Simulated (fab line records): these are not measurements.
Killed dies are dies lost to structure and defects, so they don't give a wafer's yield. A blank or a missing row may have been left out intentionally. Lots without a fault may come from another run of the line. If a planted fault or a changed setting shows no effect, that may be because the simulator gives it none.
Code-filled problem report in 8D (eight disciplines) form	flow berkeley_cmos170	the parts of the form that need people (team, actions taken, sign-off) are left out

## 1. THE PROBLEM
PSD_TW at UCB170_PSD_TW_MEAS_10 reads a mean of 1746 on 6 wafers of 2 lots; wafers without a fault read 2327 with a standard deviation of 20. Measured from the usual mean, that is -29 standard deviations.
Earliest sighting: wafer L722.2 on film_metro-02 at day 10 05:52. The record holds 42 wafers of 14 lots with a number at this step. The rule behind "out" and "out of limits": a value lying over 4 standard deviations away from the usual mean. The other wafers with a number count as sound.

## 2. WHAT IT IS; WHAT IT IS NOT
question	is	is not
which readings at this step	PSD_TW	-
which lots	L722, L724	L711, L712, L713, L714, L715, L717, L718, L719, L726, L729, L730, L732
which wafers of those lots	all that have a number	-
read on which gauges	film_metro-01, film_metro-02	film_metro-03
when	from day 10 05:52	up to then (24 sound wafers); but 12 sound wafers of L726, L729, L730, L732 came after

## 3. THE SUSPECTS, EACH WITH WHAT RULES IT OUT
Counting: any tool at a process step up to the reading is kept as a suspect provided that every lot that is out went through it and no sound lot did after the first of them.
- ruled out: the gauge at UCB170_PSD_TW_MEAS_10. Those wafers that are out were read across 2 gauges (film_metro-01, film_metro-02).
- implanter-01 at UCB170_PSD_IMPLANT_08: kept. It processed each lot that is out, first L722 at day 10 05:38, and no sound lot thereafter; up to then, the last sound lot it processed was L714 at day 9 09:13. Its own dose_ions_cm2, end_station_pressure_torr, faraday_current_uA readings are out on those wafers.
The count leaves implanter-01 at UCB170_PSD_IMPLANT_08.

## 4. THE CAUSE (what the simulator had put in)
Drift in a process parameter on implanter-01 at UCB170_PSD_IMPLANT_08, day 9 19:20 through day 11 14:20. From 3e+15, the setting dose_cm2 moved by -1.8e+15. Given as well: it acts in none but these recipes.
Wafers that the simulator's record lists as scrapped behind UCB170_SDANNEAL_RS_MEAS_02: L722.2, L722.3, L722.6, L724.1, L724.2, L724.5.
This tool alone remained once counting was done.

## 5. SEQUENCE OF EFFECTS, ordered by route
Each row: a reading whose mean over the struck wafers that have a number lies more than 3 standard deviations from the usual. Only readings whose record carries a usual standard deviation are examined. hours: median over the lots of the time between each lot's start at the first step of this table that gives one and its start at this step. sigmas: the change, counted in usual standard deviations.
hours	step	reading	usual	on struck wafers	change	sigmas
0	UCB170_PSD_IMPLANT_08	dose_ions_cm2	2.999e+15	1.200e+15	-1.799e+15	-99 or more
0	UCB170_PSD_IMPLANT_08	end_station_pressure_torr	1.26e-05 Torr	8.03e-06	-4.57e-06	-6.6
0	UCB170_PSD_IMPLANT_08	faraday_current_uA	9261	3789	-5472	-30
0	UCB170_PSD_STRIP_09	oes_product_au	0.598 a.u.	0.736	+0.138	+28
0	UCB170_PSD_STRIP_09	strip_time_to_endpoint_s	29.50 s	21.66	-7.84	-99 or more
0	UCB170_PSD_TW_MEAS_10	PSD_TW	2327	1746	-581	-29
9	UCB170_SDANNEAL_RS_MEAS_02	PSD_RS	75.4 ohm/sq	145.2	+69.8	+99 or more
Here are the process steps it includes:
- UCB170_PSD_IMPLANT_08
- UCB170_PSD_STRIP_09: strips in O2.

## 6. WHAT WOULD HAVE CAUGHT IT SOONER
11 hours passed between the start of the fault at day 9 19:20 and the first reading out of limits at a measuring or inspecting step in this record, taken at day 10 05:52.
The tool's own readings at UCB170_PSD_IMPLANT_08 were out on every struck wafer that the step has a row for (dose_ions_cm2, end_station_pressure_torr, faraday_current_uA): an alarm limit on them would have fired on the first of those.
Of the lots that are out (2), L724 began UCB170_PSD_IMPLANT_08 on implanter-01 after day 10 05:52. It would have been spared by a hold on the tool at that moment.
